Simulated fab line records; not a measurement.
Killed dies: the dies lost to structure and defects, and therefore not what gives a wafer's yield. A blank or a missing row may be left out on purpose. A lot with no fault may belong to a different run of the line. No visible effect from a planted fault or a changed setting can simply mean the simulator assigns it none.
A struck lot beside a sound one / flow rit_cmos / 21 out of 202 route steps
Sound: these wafers, L999.1, L999.2, L999.3. The struck wafers were L120.1, L120.3, L120.4. The cause is given at the end.
For every step that has rows: the tool of each side, followed by ch and its chambers, followed by its first start. Under that, the readings that differ: sound wafers / struck wafers / difference of the means / sigmas: that difference in standard deviations of wafers without a fault.
alike: words and numbers the same on both sides, and readings whose means are apart by under 2 such deviations; not compared: readings that were withheld, readings missing a value for some wafer, numbers with overlapping values and no deviation given by the record, and bounds like >300 which may hide the same value.
A row with sigmas, a row that says differs or no value, or rows on one side alone: a step with any of these is where the two part. Numbers that don't overlap but have no deviation are shown without sigmas and don't part them. A reading missing from all wafers of one side parts the sides only when that side holds two or more wafers.

first, 3 steps without rows for these wafers: RIT_GATE_CLEAN_02 (cleans in dHF, time 30 s); RIT_GATE_CLEAN_03 (cleans in SC2, time 600 s); RIT_GATE_CLEAN_04 (cleans in dHF, time 60 s).
RIT_FOX2_THK_MEAS_91:
  sound on film_metro-04 at day 2 09:40; struck on film_metro-03 at day 6 18:36
  alike: FIELD_OXIDE_LEFT_2_THK
then, 2 steps without rows for these wafers: RIT_GATE_OXIDATION_05 (target thk 3 nm, ox time 270 s); RIT_GATE_ANNEAL_06 (time 600 s).
RIT_GATE_THK_MEAS_07:
  sound on film_metro-04 at day 2 14:22; struck on film_metro-01 at day 6 21:26
  alike: GATE_OXIDE_THK
then, 1 step without rows for these wafers: RIT_GATE_CVD_08 (deposits poly-Si from SiH4, target thk 250 nm, time 2220 s).
RIT_GATE_THK_MEAS_09:
  sound on film_metro-04 at day 2 18:16; struck on film_metro-01 at day 6 23:29
  alike: GATE_POLY_THK
then, 3 steps without rows for these wafers: RIT_GATE_HMDS_10 (prime time 60 s); RIT_GATE_COAT_11 (resist thk 850 nm); RIT_GATE_SOFTBAKE_12 (time 60 s).
RIT_GATE_EXPOSE_13: exposes mask M6, target cd 150 nm.
  sound on iline_stepper-01 ch 0, day 2 18:46; struck on iline_stepper-01 ch 0, day 7 00:07
reading=exposure_dose_mJ_cm2; sound=380.1 379.4 379.5; struck=315.7 315.9 316.3; difference=-63.7; sigmas=-99 or more
  alike: mask
then, 2 steps without rows for these wafers: RIT_GATE_PEB_14; RIT_GATE_DEVELOP_15 (develop time 50 s).
RIT_GATE_CD_MEAS_16: the cd target is 150 nm.
  sound on cd_sem-02 at day 2 19:10; struck on cd_sem-02 at day 7 00:31
reading=cd_nm (nm); sound=152.4 153.6 151.7; struck=247.2 247.3 245.4; difference=+94.1; sigmas=+47
RIT_GATE_OVL_MEAS_17:
  sound on overlay-01 at day 2 19:17; struck on overlay-02 at day 7 00:38
  alike: GATE_OVL
then, 1 step without rows for these wafers: RIT_GATE_HARDBAKE_18 (time 60 s).
RIT_GATE_ETCH_19: etches poly-Si in SF6/CHF3/O2, stops on SiO2, time 165 s, target depth 312.5 nm.
  sound on rie_si-02 ch 1,2,3, day 2 19:29; struck on rie_si-01 ch 0,1,2, day 7 00:50
reading=model.GATE.cd_nm (nm); sound=152.3 153.6 151.5; struck=246.6 247.5 245.3; difference=+94.0; sigmas=
  alike: SF6_flow_sccm, chamber_pressure_mTorr, drypump_motor_current_A, he_backside_leak_sccm, oes_product_au, rf_fwd_power_W, throttle_valve_pct
  not compared: rf_hours_counter_h
RIT_GATE_STRIP_20: strips in O2, time 180 s.
  sound on plasma_asher-02 ch 0,1, day 2 19:35; struck on plasma_asher-04 ch 0,1, day 7 00:56
  alike: chamber_pressure_mTorr, drypump_motor_current_A
  not compared: rf_hours_counter_h
RIT_M1_PROBE_99:
  sound on prober-01 at day 3 15:26; struck on prober-01 at day 7 21:48
reading=killed_at_front_end; sound=7 7 11; struck=264 264 264; difference=+256; sigmas=+85
reading=killed_dies; sound=7 7 11; struck=264 264 264; difference=+256; sigmas=+85
reading=killed_on_rim; sound=3 4 5; struck=70 70 70; difference=+66; sigmas=+47
reading=killed_short; sound=5 4 7; struck=0 2 0; difference=-5; sigmas=-2
  alike: killed_open

== WHERE THEY PART ==
First at RIT_GATE_EXPOSE_13; last, within this record, at RIT_M1_PROBE_99.

WHY: the cause the simulator had injected
Drift in process parameters on iline_stepper-01 at RIT_GATE_EXPOSE_13, starting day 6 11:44. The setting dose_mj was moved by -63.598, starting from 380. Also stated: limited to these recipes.
